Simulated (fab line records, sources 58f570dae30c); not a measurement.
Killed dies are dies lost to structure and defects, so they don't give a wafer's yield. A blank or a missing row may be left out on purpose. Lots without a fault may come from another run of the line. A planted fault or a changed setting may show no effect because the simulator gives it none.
Split-lot experiment | flow berkeley_cmos170 | 5 lots, 23 wafers read, on a route of 331 steps

THE SPLIT
At UCB170_ACTIVE_COAT_08 (resist thk 900 nm), the setting resist_thk_nm was moved away from the recipe's 900 nm on 10 of the 23 wafers read, by -3.0% to +4.9%. The other wafers ran this setting at the recipe's value.

FROM THE SPLIT TO THE READING: what the file shows between them, 2 steps
- UCB170_ACTIVE_SOFTBAKE_09: time 60 s
- UCB170_ACTIVE_EXPOSE_10: exposes mask ACTIVE, target cd 1200 nm

THE READING
KrF_of_ACTIVE_COAT_08.thk_nm (the simulator's own value, which no gauge read), in nm, at UCB170_ACTIVE_ETCH_15 (etches Si3N4 in CH3F/Ar/O2, stops on SiO2, target depth 242 nm, time 151 s). The file gives no usual value for it. The 13 wafers here that ran the recipe average 721.3 nm, standard deviation 3.7 nm.

wafer  | tool, chamber at the split | resist_thk_nm as run, nm | against the recipe | KrF_of_ACTIVE_COAT_08.thk_nm, nm | against lot-mates on the recipe
L075.1 | litho_track-04, 0          | 900                      | recipe             | 720.2                            | -
L075.2 | litho_track-04, 0          | 900                      | recipe             | 721.7                            | -
L075.3 | litho_track-04, 0          | 872.9                    | -3.0%              | 692.6                            | -28.2
L075.4 | litho_track-04, 0          | 900                      | recipe             | 720.5                            | -
L075.5 | litho_track-04, 0          | 872.9                    | -3.0%              | 689.3                            | -31.5
L077.1 | litho_track-01, 0          | 944                      | +4.9%              | 772.3                            | +49.0
L077.2 | litho_track-01, 0          | 900                      | recipe             | 720.1                            | -
L077.4 | litho_track-01, 0          | 944                      | +4.9%              | 777.1                            | +53.9
L077.5 | litho_track-01, 0          | 900                      | recipe             | 726.4                            | -
L077.6 | litho_track-01, 0          | 944                      | +4.9%              | 778.9                            | +55.6
L085.2 | litho_track-01, 0          | 914.3                    | +1.6%              | 739.7                            | +13.7
L085.3 | litho_track-01, 0          | 900                      | recipe             | 726.3                            | -
L085.4 | litho_track-01, 0          | 914.3                    | +1.6%              | 742.1                            | +16.1
L085.5 | litho_track-01, 0          | 900                      | recipe             | 725.8                            | -
L085.6 | litho_track-01, 0          | 914.3                    | +1.6%              | 734                              | +8.0
L083.1 | litho_track-04, 0          | 900                      | recipe             | 713.8                            | -
L083.2 | litho_track-04, 0          | 941.8                    | +4.6%              | 762.4                            | +45.0
L083.3 | litho_track-04, 0          | 941.8                    | +4.6%              | 762.8                            | +45.4
L083.5 | litho_track-04, 0          | 900                      | recipe             | 716.1                            | -
L083.6 | litho_track-04, 0          | 900                      | recipe             | 722.3                            | -
L084.2 | litho_track-02, 0          | 900                      | recipe             | 720.4                            | -
L084.3 | litho_track-02, 0          | 900                      | recipe             | 724.3                            | -
L084.6 | litho_track-02, 0          | 900                      | recipe             | 719.1                            | -

THE FIT
A straight line over all 23 wafers: KrF_of_ACTIVE_COAT_08.thk_nm changes by +10.3 nm for each +1% of resist_thk_nm; r = +0.99; the points scatter about the line by 4.3 nm.
The same after taking each lot's own level away (the mean of its wafers on the recipe; 23 wafers): +10.2 nm for each +1%; r = +0.99; scatter 3.2 nm.
On that fit, the largest move of resist_thk_nm shifts the reading by 50 nm.
The lots' own levels span 717.40 to 726.05 nm, that is 2.4 times the standard deviation above.
So the lot-to-lot level changes the slope little: the two slopes agree.
Check: with one of the wafers moved furthest among these (+4.9%) left out of the fit, the line predicts +50 nm for it against its lot-mates. It came out at +49 nm against them.

OTHER SPLITS ON THESE WAFERS
These wafers also went through other splits before the reading. Each is held against what the fit with the lots' levels taken away leaves over:
other split on the same wafers       | wafers away from the commonest value | r with KrF_of_ACTIVE_COAT_08.thk_nm (lot level and that fit taken away)
UCB170_START_OXIDATION_02 temp_c     | 10                                   | +0.26
UCB170_NWELL_COAT_07 spin_rpm        | 4                                    | -0.12
UCB170_PWELL_COAT_08 spin_rpm        | 7                                    | -0.23
UCB170_PWELL_IMPLANT_15 dose_cm2     | 8                                    | -0.38
UCB170_WELLDRIVE_OXIDATION_01 temp_c | 18                                   | -0.24

THE WHOLE CHAIN: every reading that the file lists as answering this split, in the file's order
step                   | what it does                                                               | reading                                                                       | change (the file's fit)              | r (the file's)
UCB170_ACTIVE_COAT_08  | resist thk 900 nm                                                          | KrF_of_ACTIVE_COAT_08.thk_nm (the simulator's own value, which no gauge read) | +9.4 nm for each +1% of the setting  | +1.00
UCB170_ACTIVE_ETCH_15  | etches Si3N4 in CH3F/Ar/O2, stops on SiO2, target depth 242 nm, time 151 s | KrF_of_ACTIVE_COAT_08.thk_nm (the simulator's own value, which no gauge read) | +10.1 nm for each +1% of the setting | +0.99
UCB170_ACTIVE_STRIP_16 | strips in O2                                                               | strip_time_to_endpoint_s                                                      | withheld for each +1% of the setting | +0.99

THE FILE'S OWN FIT
KrF_of_ACTIVE_COAT_08.thk_nm changes by +10.1 nm for each +1% of resist_thk_nm, r = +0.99.
